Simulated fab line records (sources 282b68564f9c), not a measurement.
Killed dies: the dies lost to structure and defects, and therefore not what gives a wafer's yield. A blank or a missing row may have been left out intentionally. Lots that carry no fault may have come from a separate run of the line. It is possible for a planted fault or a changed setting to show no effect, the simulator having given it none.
A lot that was struck, set against a sound lot :: flow rit_cmos :: 43 out of 202 route steps
Sound: these wafers, L692.1, L692.3, L692.4. The struck wafers were L704.1, L704.3, L704.5. The cause comes at the end.
For every step that has rows: the tool of each side, followed by ch and its chambers, followed by its first start. Under that, the readings that differ: sound wafers :: struck wafers :: difference of the means :: sigmas: that difference in standard deviations of wafers without a fault.
alike: words and numbers the same on both sides, and readings whose means are apart by under 2 such deviations; not compared: readings that were withheld, readings missing a value for some wafer, numbers with overlapping values and no deviation given by the record, and bounds like >300 which may hide the same value.
A row with sigmas, a row that says differs or no value, or rows on one side alone: a step with any of these is where the two part. Non-overlapping numbers with no deviation appear without sigmas and do not part them. A reading that every wafer of one side lacks parts them only if that side has two wafers or more.

first, 1 step without rows for these wafers: RIT_PRETRO_IMPLANT_08.
RIT_PRETRO_STRIP_09: strips in O2, time 180 s.
  sound on plasma_asher-04 ch 0,1, day 3 21:46; struck on plasma_asher-03 ch 0,1, day 6 07:49
reading: drypump_motor_current_A (A)
sound: 6.8 6.8 5.8
struck: 5.1 5.1 5.2
difference: -1.3
sigmas: -2
  not compared: rf_hours_counter_h
RIT_PRETRO_TW_MEAS_10:
  sound on film_metro-02, day 3 21:56; struck on film_metro-02, day 6 07:59
  alike: PRETRO_TW
then, 5 steps without rows for these wafers: RIT_GATE_WET_ETCH_00 (etches SiO2 in BOE, target depth 56 nm, time 60 s); RIT_GATE_CLEAN_01 (cleans in SC1, time 600 s); RIT_GATE_CLEAN_02 (cleans in dHF, time 30 s); RIT_GATE_CLEAN_03 (cleans in SC2, time 600 s); RIT_GATE_CLEAN_04 (cleans in dHF, time 60 s).
RIT_FOX2_THK_MEAS_91:
  sound on film_metro-01, day 3 22:25; struck on film_metro-04, day 6 08:32
  alike: FIELD_OXIDE_LEFT_2_THK
then, 2 steps without rows for these wafers: RIT_GATE_OXIDATION_05 (target thk 3 nm, ox time 270 s); RIT_GATE_ANNEAL_06 (time 600 s).
RIT_GATE_THK_MEAS_07:
  sound on film_metro-01, day 4 00:19; struck on film_metro-01, day 6 09:55
reading: GATE_OXIDE_THK (nm)
sound: 2.87 2.87 2.87
struck: 3.00 2.98 3.01
difference: +0.13
sigmas: +2
RIT_GATE_CVD_08: deposits poly-Si from SiH4, target thk 250 nm, time 2220 s.
  sound on lpcvd-02 ch 1, day 4 00:22; struck on lpcvd-02 ch 0, day 6 09:58
reading: sih4_flow_sccm (sccm)
sound: 99.54 99.48 100.02
struck: 49.95 49.53 49.99
difference: -49.86
sigmas: -99 or more

reading: model.poly-Si_of_GATE_CVD_08.thk_nm (nm)
sound: 246.3 245.7 246
struck: 122.5 121.7 122.2
difference: -123.9
sigmas: 
  alike: spike_tc_load_C
RIT_GATE_THK_MEAS_09:
  sound on film_metro-01, day 4 01:59; struck on film_metro-01, day 6 11:35
reading: GATE_POLY_THK (nm)
sound: 246.2 245.8 245.9
struck: 122.5 121.7 122.1
difference: -123.9
sigmas: -52
then, 6 steps without rows for these wafers: RIT_GATE_HMDS_10 (prime time 60 s); RIT_GATE_COAT_11 (resist thk 850 nm); RIT_GATE_SOFTBAKE_12 (time 60 s); RIT_GATE_EXPOSE_13 (exposes mask M6, target cd 150 nm); RIT_GATE_PEB_14; RIT_GATE_DEVELOP_15 (develop time 50 s).
RIT_GATE_CD_MEAS_16 targets a cd of 150 nm.
  sound on cd_sem-02, day 4 02:59; struck on cd_sem-02, day 6 12:30
  alike: cd_nm
RIT_GATE_OVL_MEAS_17:
  sound on overlay-02, day 4 03:07; struck on overlay-01, day 6 12:37
  alike: GATE_OVL
then, 1 step without rows for these wafers: RIT_GATE_HARDBAKE_18 (time 60 s).
RIT_GATE_ETCH_19: etches poly-Si in SF6/CHF3/O2, stops on SiO2, time 172.7 s, target depth 312.5 nm.
  sound on rie_si-01 ch 0,1,2, day 4 03:17; struck on rie_si-01 ch 1,2,3, day 6 12:48
reading: oes_product_au (a.u.)
sound: 0.844 0.838 0.837
struck: 0.549 0.545 0.539
difference: -0.295
sigmas: -27

reading: model.etch.depth_nm (nm)
sound: 246.3 245.7 246
struck: 122.5 121.7 122.2
difference: -123.9
sigmas: 

reading: model.GATE.feature_depth_nm (nm)
sound: 246.3 245.7 246
struck: 122.5 121.7 122.2
difference: -123.9
sigmas: 
  alike: CHF3_flow_sccm, SF6_flow_sccm, drypump_motor_current_A, throttle_valve_pct
  not compared: rf_hours_counter_h
RIT_GATE_STRIP_20: strips in O2, time 180 s.
  sound on plasma_asher-04 ch 0,1, day 4 03:24; struck on plasma_asher-04 ch 0,1, day 6 12:55
  alike: drypump_motor_current_A
  not compared: rf_hours_counter_h
RIT_GATE_CD_MEAS_90 targets a cd of 150 nm.
  sound on cd_sem-01, day 4 03:35; struck on cd_sem-01, day 6 13:05
  alike: cd_nm
then, 4 steps without rows for these wafers: RIT_REOX_CLEAN_00 (cleans in SC1, time 600 s); RIT_REOX_CLEAN_01 (cleans in dHF, time 30 s); RIT_REOX_CLEAN_02 (cleans in SC2, time 600 s); RIT_REOX_OXIDATION_03 (target thk 25.2 nm, ox time 5580 s).
RIT_REOX_THK_MEAS_04:
  sound on film_metro-01, day 4 07:57; struck on film_metro-04, day 6 16:49
reading: REOX_OXIDE_THK (nm)
sound: 25.0 25.6 25.2
struck: 23.7 23.9 23.8
difference: -1.5
sigmas: -3
then, 6 steps without rows for these wafers: RIT_NLDD_HMDS_00 (prime time 60 s); RIT_NLDD_COAT_01 (resist thk 1000 nm); RIT_NLDD_SOFTBAKE_02 (time 60 s); RIT_NLDD_EXPOSE_03 (exposes mask M7, target cd 40700 nm); RIT_NLDD_PEB_04; RIT_NLDD_DEVELOP_05 (develop time 52.44 s).
RIT_NLDD_OVL_MEAS_06:
  sound on overlay-01, day 4 09:01; struck on overlay-02, day 6 17:47
  alike: NLDD_OVL
then, 2 steps without rows for these wafers: RIT_NLDD_HARDBAKE_07 (time 60 s); RIT_NLDD_IMPLANT_08.
RIT_NLDD_STRIP_09: strips in O2, time 180 s.
  sound on plasma_asher-03 ch 0,1, day 4 09:22; struck on plasma_asher-03 ch 0,1, day 6 18:07
  alike: drypump_motor_current_A
  not compared: rf_hours_counter_h
RIT_NLDD_TW_MEAS_10:
  sound on film_metro-02, day 4 09:32; struck on film_metro-03, day 6 18:18
  alike: NLDD_TW
RIT_SDANNEAL_CLEAN_02: cleans in SC2, time 600 s.
  sound on wet_bench-04 ch 3, day 4 17:20; struck on wet_bench-01 ch 1, day 7 02:07
reading: model.poly-Si_of_GATE_CVD_08.thk_nm (nm)
sound: 158.2 158.4 158.3
struck: 35.41 33.23 35.26
difference: -123.67
sigmas: 
  alike: bath_heat_duty_pct

== WHERE THEY PART ==
At RIT_PRETRO_STRIP_09 first; at RIT_REOX_THK_MEAS_04 last (within this record only). Later steps at which nothing parts them and some readings are alike: RIT_NLDD_OVL_MEAS_06, RIT_NLDD_STRIP_09, RIT_NLDD_TW_MEAS_10, RIT_SDANNEAL_CLEAN_02.

WHY: the cause the simulator had injected
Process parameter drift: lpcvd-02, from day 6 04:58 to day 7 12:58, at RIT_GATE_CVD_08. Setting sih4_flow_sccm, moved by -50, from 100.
